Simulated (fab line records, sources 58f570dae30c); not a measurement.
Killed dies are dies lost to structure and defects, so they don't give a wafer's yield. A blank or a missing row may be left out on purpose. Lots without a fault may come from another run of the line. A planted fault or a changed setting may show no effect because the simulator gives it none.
fab line records | flow berkeley_cmos170
record lots=5 wafers=23
route steps=331 shown START@3 GATE@136 PLDD@149 NSD@188 SILICIDE@211 CONTACT@234 M1@244 V2@292
start_h: hours from the record's first day to the start of the lot's first wafer shown | wait_h: hours since the lot's step before | " the same as in the row above | L1.1+2: a row that stands for several wafers | - no value, or no start given | * or withheld: withheld | < > ~ a bound
route shown NAME@n: a module of which the file shows steps, and the number in the route of the first | usual: mean/standard deviation of fault-free wafers | same: alike in all rows | chamber/n: place in a boat | sites: the reading at each site | _std_site: their standard deviation | _edge_site: outer sites' mean less inner sites' | radius_mm: how far each site lies from the wafer's centre | mask NAME#n: copy n | behind: the tool/chamber that last shaped the wafer | hold: why the lot was held/for how many hours/how that ended | device: the transistor (n, p or np) that didn't switch | end of line: the same wafers' tests at the end of the route | a step without rows: its recipe alone | killed: dies lost to structure and defects at the first sort, not the wafer's yield | map: a wafer's dies, x killed, . not, _ none there
set.NAME: the setting as run; set.NAME@STEP: as run at that earlier step | model.NAME: the simulator's own value behind a step, which no gauge read
lots whose settings were changed on purpose; a table a step, a row a wafer
## steps
# step UCB170_START_OXIDATION_02
# recipe temp_c=950 ambient=O2 target_thk_a=200 ox_time_s=1800
# columns lot.wafer tool chamber start_h wait_h set.temp_c model.SiO2_of_START_OXIDATION_02.thk_nm
L074.1 - - - 3.9 922.2 14.31
L074.2 " - " " 922.2 14.14
L074.3 " - " " 922.2 14.38
L074.4 " - " " 922.2 14.01
L074.6 " - " " 922.2 14.06
L075.1 - - - 4.7 950 19.36
L075.2 " - " " 950 18.97
L075.3 " - " " 950 18.89
L075.4 " - " " 950 18.81
L075.6 " - " " 950 18.68
L077.1 - - - 2.1 924 15.39
L077.2 " - " " 924 15.42
L077.3+6 " - " " 924 15.44
L077.5 " - " " 924 15.43
L082.1 - - - 6.2 950 19.62
L082.2 " - " " 950 19.87
L082.3 " - " " 950 19.82
L082.4 " - " " 950 19.94
L082.6 " - " " 950 20.07
L083.2 furnace-02 0 56.34 1.2 950 19.95
L083.4 " 0 " " 950 20.2
L083.6 " 0 " " 950 19.89
# step UCB170_START_THK_MEAS_03
# recipe reads=SiO2_of_START_OXIDATION_02
# usual START_OXIDE_THK=19.9/0.45
# columns lot.wafer tool chamber start_h wait_h set.temp_c@START_OXIDATION_02 START_OXIDE_THK[nm]
L074.1 film_metro-03 - - - 922.2 14.3
L074.2 " - " " 922.2 14.1
L074.3 " - " " 922.2 14.3
L074.4 " - " " 922.2 14.0
L074.6 " - " " 922.2 14.0
L075.1 film_metro-01 - - - 950 19.4
L075.2 " - " " 950 19.0
L075.3 " - " " 950 18.9
L075.4 " - " " 950 18.8
L075.6 " - " " 950 18.7
L077.1 film_metro-01 - - - 924 15.3
L077.2 " - " " 924 15.4
L077.3 " - " " 924 15.4
L077.5 " - " " 924 15.4
L077.6 " - " " 924 15.4
L082.1 film_metro-01 - - - 950 19.6
L082.2 " - " " 950 19.9
L082.3 " - " " 950 19.8
L082.4 " - " " 950 20.0
L082.6 " - " " 950 20.1
L083.2 film_metro-03 - 57.85 0.0 950 20.0
L083.4 " - " " 950 20.2
L083.6 " - " " 950 19.9
# step UCB170_GATE_PEB_10
# recipe peb_temp_c=130 peb_time_s=withheld resist=KrF
# columns lot.wafer tool chamber start_h wait_h set.peb_temp_c
L075.1+3+6 litho_track-01 0 163.67 0.1 133.7
L075.2+4 " 0 " " 130
L074.1+4+6 litho_track-04 0 163.91 0.1 130
L074.2+3 " 0 " " 127.5
L077.1+3+6 litho_track-02 0 171.28 0.1 130
L077.2+5 " 0 " " 131.6
L083.2+4+6 litho_track-02 0 206.30 0.6 130
L082.1+2+4 litho_track-02 0 206.83 0.4 130
L082.3+6 " 0 " " 132.5
# step UCB170_GATE_DEVELOP_11
# recipe developer=TMAH develop_time_s=45 resist=KrF dev_temp_c=21
# step UCB170_GATE_CD_MEAS_12
# recipe target_cd_nm=350
# usual cd_nm=349.6/1.1
# columns lot.wafer tool chamber start_h wait_h set.peb_temp_c@GATE_PEB_10 cd_nm
L075.1 cd_sem-01 - 163.94 - 133.7 328.0
L075.2 " - " " 130 348.1
L075.3 " - " " 133.7 329.0
L075.4 " - " " 130 348.2
L075.6 " - " " 133.7 327.6
L074.1 cd_sem-01 - 164.18 - 130 352.4
L074.2 " - " " 127.5 371.2
L074.3 " - " " 127.5 370.1
L074.4 " - " " 130 350.8
L074.6 " - " " 130 351.4
L077.1 cd_sem-02 - 171.65 - 130 350.4
L077.2 " - " " 131.6 340.1
L077.3 " - " " 130 348.6
L077.5 " - " " 131.6 340.4
L077.6 " - " " 130 348.0
L083.2 cd_sem-01 - 206.57 - 130 350.6
L083.4 " - " " 130 349.3
L083.6 " - " " 130 349.9
L082.1 cd_sem-01 - 207.19 - 130 349.1
L082.2 " - " " 130 348.4
L082.3 " - " " 132.5 333.9
L082.4 " - " " 130 348.4
L082.6 " - " " 132.5 332.8
# step UCB170_PLDD_PEB_04
# recipe peb_temp_c=130 peb_time_s=withheld resist=KrF
# columns lot.wafer tool chamber start_h wait_h set.peb_temp_c
L075.1+2+6 litho_track-04 0 165.34 0.1 132.4
L075.3+4 " 0 " " 130
L074.1+2+3+4+6 litho_track-03 0 165.58 0.1 130
L077.1+5+6 litho_track-03 0 175.83 0.5 130
L077.2+3 " 0 " " 126.9
L083.2+4+6 litho_track-01 0 207.96 0.2 130
L082.1+2+6 litho_track-04 0 209.53 0.8 130
L082.3+4 " 0 " " 132.8
# step UCB170_PLDD_DEVELOP_05
# recipe developer=TMAH develop_time_s=45 resist=KrF dev_temp_c=21
# step UCB170_PLDD_CD_MEAS_06
# recipe target_cd_nm=1200
# usual cd_nm=1200.7/1.5
# columns lot.wafer tool chamber start_h wait_h set.peb_temp_c@PLDD_PEB_04 cd_nm
L075.1 cd_sem-01 - 165.61 - 132.4 1217.1
L075.2 " - " " 132.4 1215.9
L075.3 " - " " 130 1201.4
L075.4 " - " " 130 1200.6
L075.6 " - " " 132.4 1216.4
L074.1 cd_sem-02 - 165.86 - 130 1201.4
L074.2 " - " " 130 1201.7
L074.3 " - " " 130 1200.8
L074.4 " - " " 130 1202.7
L074.6 " - " " 130 1202.7
L077.1 cd_sem-02 - 176.14 - 130 1200.2
L077.2 " - " " 126.9 1177.9
L077.3 " - " " 126.9 1177.1
L077.5 " - " " 130 1202.0
L077.6 " - " " 130 1202.2
L083.2 cd_sem-02 - 208.23 - 130 1201.6
L083.4 " - " " 130 1201.0
L083.6 " - " " 130 1202.2
L082.1 cd_sem-01 - 209.80 - 130 1203.2
L082.2 " - " " 130 1202.8
L082.3 " - " " 132.8 1218.6
L082.4 " - " " 132.8 1218.1
L082.6 " - " " 130 1200.7
# step UCB170_NSD_COAT_01
# recipe resist=KrF spin_rpm=1500 resist_thk_nm=900
# columns lot.wafer tool chamber start_h wait_h set.resist_thk_nm model.KrF_of_NSD_COAT_01.thk_nm
L074.1 litho_track-04 0 176.81 0.1 900 901.9
L074.2 " 0 " " 900 898
L074.3 " 0 " " 900 894.8
L074.4 " 0 " " 945 941.2
L074.6 " 0 " " 945 943.5
L075.1 litho_track-02 0 176.97 0.1 924.3 926.2
L075.2 " 0 " " 924.3 924.4
L075.3 " 0 " " 924.3 925.7
L075.4 " 0 " " 900 900.3
L075.6 " 0 " " 900 901.5
L077.1 litho_track-01 0 187.91 0.1 900 897.8
L077.2 " 0 " " 900 901
L077.3 " 0 " " 900 900.7
L077.5 " 0 " " 900 897.6
L077.6 " 0 " " 900 896.8
L083.2 litho_track-04 0 220.32 0.1 900 902.3
L083.4 " 0 " " 900 901.4
L083.6 " 0 " " 900 901.8
L082.1 litho_track-01 0 221.14 0.1 927.2 929.8
L082.2 " 0 " " 900 905
L082.3 " 0 " " 927.2 927.4
L082.4 " 0 " " 927.2 931.7
L082.6 " 0 " " 900 902.6
# step UCB170_NSD_SOFTBAKE_02
# recipe resist=KrF temp_c=130 time_s=60
# columns lot.wafer tool chamber start_h wait_h set.time_s
L074.1+2+6 litho_track-04 0 176.96 0.1 60
L074.3+4 " 0 " " 56.27
L075.1+2+3+4+6 litho_track-02 0 177.12 0.1 60
L077.1+2+3 litho_track-01 0 188.06 0.1 57.62
L077.5+6 " 0 " " 60
L083.2+4+6 litho_track-04 0 220.47 0.1 60
L082.1+4 litho_track-01 0 221.29 0.1 51.2
L082.2+3+6 " 0 " " 60
# step UCB170_NSD_EXPOSE_03
# recipe mask_id=NSELECT_MOD na=0.5 sigma_outer=0.6 source_shape=conventional target_cd_nm=1200 dose_mj=30
# step UCB170_NSD_PEB_04
# recipe peb_temp_c=130 peb_time_s=withheld resist=KrF
# step UCB170_NSD_IMPLANT_08
# recipe species=P dose_cm2=3e+15 energy_kev=40 tilt_deg=7
# step UCB170_NSD_STRIP_09
# recipe chemistry=O2 power_w=400 pressure_mtorr=3500 platen_temp_c=withheld o2_flow_sccm=400 overash_fraction=0.5
# usual strip_time_to_endpoint_s=35.82/0.071
# columns lot.wafer tool chamber start_h wait_h set.resist_thk_nm@NSD_COAT_01 strip_time_to_endpoint_s
L074.1 plasma_asher-03 1 178.01 0.1 900 35.85
L074.2 " 0 " " 900 35.80
L074.3 " 0 " " 900 35.72
L074.4 " 1 " " 945 36.82
L074.6 " 0 " " 945 36.84
L075.1 plasma_asher-01 1 178.25 0.1 924.3 36.42
L075.2 " 0 " " 924.3 36.35
L075.3 " 1 " " 924.3 36.36
L075.4 " 0 " " 900 35.77
L075.6 " 0 " " 900 35.82
L077.1 plasma_asher-04 1 189.15 0.1 900 35.84
L077.2 " 0 " " 900 35.88
L077.3 " 0 " " 900 35.92
L077.5 " 0 " " 900 35.78
L077.6 " 1 " " 900 35.78
L083.2 plasma_asher-01 1 221.30 0.1 900 35.91
L083.4 " 0 " " 900 35.88
L083.6 " 0 " " 900 35.92
L082.1 plasma_asher-01 0 222.23 0.1 927.2 36.53
L082.2 " 1 " " 900 35.94
L082.3 " 1 " " 927.2 36.49
L082.4 " 0 " " 927.2 36.57
L082.6 " 1 " " 900 35.90
# step UCB170_SILICIDE_SPUTTER_01
# recipe material=Ti target_thk_nm=30 time_s=25 power_w=1500 chamber_pressure_pa=0.5
# columns lot.wafer tool chamber start_h wait_h set.chamber_pressure_pa model.Ti_of_SILICIDE_SPUTTER_01.thk_nm
L074.1 pvd_sputter-01 - 180.02 0.0 0.4598 30.74
L074.2 " - " " 0.4598 30.8
L074.3 " - " " 0.4598 30.77
L074.4 " - " " 0.4598 30.84
L074.6 " - " " 0.4598 30.44
L075.1 pvd_sputter-04 - 180.15 0.0 0.4468 30.55
L075.2 " - " " 0.4468 30.48
L075.3 " - " " 0.4468 30.57
L075.4 " - " " 0.4468 30.6
L075.6 " - " " 0.4468 30.59
L077.1 pvd_sputter-04 - 191.53 0.0 0.5 30.21
L077.2 " - " " 0.5 29.85
L077.3 " - " " 0.5 30.01
L077.5 " - " " 0.5 30.02
L077.6 " - " " 0.5 30.16
L083.2 pvd_sputter-03 - 223.03 0.0 0.5 30.16
L083.4 " - " " 0.5 29.9
L083.6 " - " " 0.5 30.39
L082.1 pvd_sputter-04 - 224.10 0.0 0.5581 29.27
L082.2 " - " " 0.5581 29.93
L082.3 " - " " 0.5581 29.69
L082.4 " - " " 0.5581 29.52
L082.6 " - " " 0.5581 29.41
# step UCB170_CONTACT_ETCH_18
# recipe chemistry=CHF3/CF4/Ar target=PSG stop_on=TiSi2 CHF3_flow_sccm=45 cf4_flow_sccm=15 Ar_flow_sccm=150 pressure_mtorr=200 rf_w=700 target_depth_a=8400 over_etch_frac=0.2 time_s=195
# usual oes_product_au=0.890/0.0099
# columns lot.wafer tool chamber start_h wait_h set.time_s oes_product_au model.KrF_of_CONTACT_COAT_10.thk_nm
L075.1 rie_diel-04 0 - - 186 0.916 698.4
L075.2 " 3 " " 195 0.886 691.2
L075.3 " 1 " " 186 0.926 700.3
L075.4 " 2 " " 195 0.885 695.2
L075.6 " 3 " " 186 0.913 696.5
L074.1 rie_diel-03 2 - - 195 0.875 690.3
L074.2 " 0 " " 195 0.880 694.4
L074.3 " 1 " " 195 0.886 694.1
L074.4 " 3 " " 195 0.883 691
L074.6 " 2 " " 195 0.877 688.8
L077.1 rie_diel-03 3 - - 174.5 0.948 707.3
L077.2 " 2 " " 174.5 0.941 711.1
L077.3 " 1 " " 195 0.893 691.2
L077.5 " 0 " " 195 0.873 694.8
L077.6 " 1 " " 195 0.883 687.7
L083.2 rie_diel-03 3 - - 195 0.907 688.1
L083.4 " 2 " " 195 0.897 688.7
L083.6 " 3 " " 195 0.899 688.7
L082.1 rie_diel-02 3 - - 195 0.874 693.8
L082.2 " 0 " " 195 0.891 686.9
L082.3 " 1 " " 195 0.890 690.2
L082.4 " 2 " " 183.9 0.904 703.3
L082.6 " 0 " " 183.9 0.920 701.3
# step UCB170_M1_EXPOSE_06
# recipe mask_id=METAL1 target_cd_nm=700 na=0.5 sigma_outer=0.6 source_shape=conventional dose_mj=21
# columns lot.wafer tool chamber start_h wait_h mask set.dose_mj
L075.1+6 krf_scanner-02 0 185.98 - METAL1#0 21
L075.2+3+4 " 0 " " METAL1#0 21.43
L074.1+2+3+4+6 krf_scanner-01 0 186.37 - METAL1#0 21
L077.1+2+6 krf_scanner-02 0 198.78 - METAL1#0 21.42
L077.3+5 " 0 " " METAL1#0 21
L083.2+4+6 krf_scanner-01 0 229.99 - METAL1#0 21
L082.1+2+3+4+6 krf_scanner-01 0 231.91 - METAL1#0 21
# step UCB170_M1_PEB_07
# recipe peb_temp_c=130 peb_time_s=withheld resist=KrF
# step UCB170_M1_DEVELOP_08
# recipe developer=TMAH develop_time_s=45 resist=KrF dev_temp_c=21
# step UCB170_M1_CD_MEAS_09
# recipe target_cd_nm=700
# usual cd_nm=699.4/1.1
# columns lot.wafer tool chamber start_h wait_h set.dose_mj@M1_EXPOSE_06 cd_nm
L075.1 cd_sem-02 - 186.37 - 21 698.3
L075.2 " - " " 21.43 695.2
L075.3 " - " " 21.43 696.8
L075.4 " - " " 21.43 695.9
L075.6 " - " " 21 699.1
L074.1 cd_sem-02 - 187.00 - 21 698.7
L074.2 " - " " 21 699.5
L074.3 " - " " 21 698.6
L074.4 " - " " 21 699.4
L074.6 " - " " 21 698.9
L077.1 cd_sem-01 - 199.55 - 21.42 694.6
L077.2 " - " " 21.42 695.4
L077.3 " - " " 21 699.4
L077.5 " - " " 21 698.9
L077.6 " - " " 21.42 695.2
L083.2 cd_sem-02 - 230.39 - 21 700.0
L083.4 " - " " 21 699.9
L083.6 " - " " 21 700.3
L082.1 cd_sem-02 - 232.30 - 21 699.9
L082.2 " - " " 21 700.4
L082.3 " - " " 21 700.2
L082.4 " - " " 21 700.9
L082.6 " - " " 21 699.6
# step UCB170_M1_ETCH_11
# recipe chemistry=N2/H2 target_depth_a=withheld overetch_a=withheld target=BARC time_s=withheld source_w=500 bias_w=100 pressure_mtorr=30 n2_flow_sccm=100 h2_flow_sccm=200
# columns lot.wafer tool chamber start_h wait_h set.dose_mj@M1_EXPOSE_06 model.M1.cd_nm
L075.1 rie_diel-03 0 186.53 0.0 21 698.6
L075.2 " 3 " " 21.43 695.3
L075.3 " 2 " " 21.43 696.2
L075.4 " 1 " " 21.43 696.4
L075.6 " 0 " " 21 699.3
L074.1 rie_diel-04 1 187.16 0.0 21 698.1
L074.2 " 0 " " 21 700.1
L074.3 " 3 " " 21 698.8
L074.4+6 " 2 " " 21 699.6
L077.1 rie_diel-01 1 199.72 0.0 21.42 694.7
L077.2 " 3 " " 21.42 695.5
L077.3 " 2 " " 21 699.1
L077.5 " 2 " " 21 698.8
L077.6 " 1 " " 21.42 695.2
L083.2 rie_diel-01 0 230.52 0.0 21 699.8
L083.4 " 2 " " 21 699.9
L083.6 " 1 " " 21 700
L082.1 rie_diel-01 3 232.46 0.0 21 700.2
L082.2 " 1 " " 21 700.9
L082.3 " 2 " " 21 700.3
L082.4 " 0 " " 21 700.4
L082.6 " 2 " " 21 699.1
# step UCB170_V2_CVD_00
# recipe material=SiO2 target_thk_nm=2000 temp_c=390 precursor=TEOS/O2 time_s=250 rf_w=550 pressure_mtorr=9000
# columns lot.wafer tool chamber start_h wait_h set.time_s model.SiO2_of_V2_CVD_00.thk_nm
L075.1 pecvd-02 1 196.99 0.1 239.4 1872
L075.2 " 0 " " 239.4 1893
L075.3 " 2 " " 250 1984
L075.4 " 0 " " 239.4 1913
L075.6 " 2 " " 250 2011
L074.1 pecvd-01 2 197.37 0.1 250 2000
L074.2 " 0 " " 250 2016
L074.3 " 1 " " 250 1998
L074.4 " 2 " " 279.3 2279
L074.6 " 0 " " 279.3 2257
L077.1 pecvd-04 0 207.85 0.1 250 1978
L077.2 " 1 " " 250 2002
L077.3 " 2 " " 236.7 1867
L077.5 " 0 " " 236.7 1912
L077.6 " 1 " " 236.7 1892
L083.2 pecvd-04 1 237.15 0.1 250 1995
L083.4 " 1 " " 250 2041
L083.6 " 0 " " 250 2035
L082.1 pecvd-02 1 242.19 0.1 250 2006
L082.2 " 2 " " 283.8 2272
L082.3 " 0 " " 283.8 2263
L082.4 " 0 " " 250 2016
L082.6 " 1 " " 283.8 2290
# step UCB170_V2_THK_MEAS_01
# recipe reads=SiO2_of_V2_CVD_00
# usual V2_TEOS_THK=2010/24
# columns lot.wafer tool chamber start_h wait_h set.time_s@V2_CVD_00 V2_TEOS_THK[nm]
L075.1 film_metro-03 - 197.15 0.1 239.4 1872
L075.2 " - " " 239.4 1895
L075.3 " - " " 250 1983
L075.4 " - " " 239.4 1913
L075.6 " - " " 250 2010
L074.1 film_metro-01 - 197.52 0.1 250 2001
L074.2 " - " " 250 2015
L074.3 " - " " 250 1997
L074.4 " - " " 279.3 2279
L074.6 " - " " 279.3 2257
L077.1 film_metro-04 - 208.01 0.1 250 1977
L077.2 " - " " 250 2001
L077.3 " - " " 236.7 1868
L077.5 " - " " 236.7 1911
L077.6 " - " " 236.7 1892
L083.2 film_metro-03 - 237.32 0.1 250 1995
L083.4 " - " " 250 2041
L083.6 " - " " 250 2035
L082.1 film_metro-01 - 242.35 0.1 250 2005
L082.2 " - " " 283.8 2272
L082.3 " - " " 283.8 2264
L082.4 " - " " 250 2017
L082.6 " - " " 283.8 2289
## key
split step=UCB170_START_OXIDATION_02 setting=temp_c stated=950 by=lot
response step=UCB170_START_OXIDATION_02 reading=model.SiO2_of_START_OXIDATION_02.thk_nm change=+1.69 per=1% r=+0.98
response step=UCB170_START_THK_MEAS_03 reading=START_OXIDE_THK change=+1.69 per=1% r=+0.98
split step=UCB170_GATE_PEB_10 setting=peb_temp_c stated=130 by=wafer
response step=UCB170_GATE_CD_MEAS_12 reading=cd_nm change=-7.86 per=1% r=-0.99
split step=UCB170_PLDD_PEB_04 setting=peb_temp_c stated=130 by=wafer
response step=UCB170_PLDD_CD_MEAS_06 reading=cd_nm change=+8.76 per=1% r=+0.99
split step=UCB170_NSD_COAT_01 setting=resist_thk_nm stated=900 by=wafer
response step=UCB170_NSD_COAT_01 reading=model.KrF_of_NSD_COAT_01.thk_nm change=+8.81 per=1% r=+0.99
response step=UCB170_NSD_STRIP_09 reading=strip_time_to_endpoint_s change=* per=1% r=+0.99
split step=UCB170_NSD_SOFTBAKE_02 setting=time_s stated=60 by=wafer
response none clear
split step=UCB170_SILICIDE_SPUTTER_01 setting=chamber_pressure_pa stated=0.5 by=lot
response step=UCB170_SILICIDE_SPUTTER_01 reading=model.Ti_of_SILICIDE_SPUTTER_01.thk_nm change=-0.0506 per=1% r=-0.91
split step=UCB170_CONTACT_ETCH_18 setting=time_s stated=195 by=wafer
response step=UCB170_CONTACT_ETCH_18 reading=oes_product_au change=-0.00576 per=1% r=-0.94
response step=UCB170_CONTACT_ETCH_18 reading=model.KrF_of_CONTACT_COAT_10.thk_nm change=-1.71 per=1% r=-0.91
split step=UCB170_M1_EXPOSE_06 setting=dose_mj stated=21 by=wafer
response step=UCB170_M1_CD_MEAS_09 reading=cd_nm change=-1.69 per=1% r=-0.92
response step=UCB170_M1_ETCH_11 reading=model.M1.cd_nm change=-1.69 per=1% r=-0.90
split step=UCB170_V2_CVD_00 setting=time_s stated=250 by=wafer
response step=UCB170_V2_CVD_00 reading=model.SiO2_of_V2_CVD_00.thk_nm change=+20.8 per=1% r=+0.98
response step=UCB170_V2_THK_MEAS_01 reading=V2_TEOS_THK change=+20.8 per=1% r=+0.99
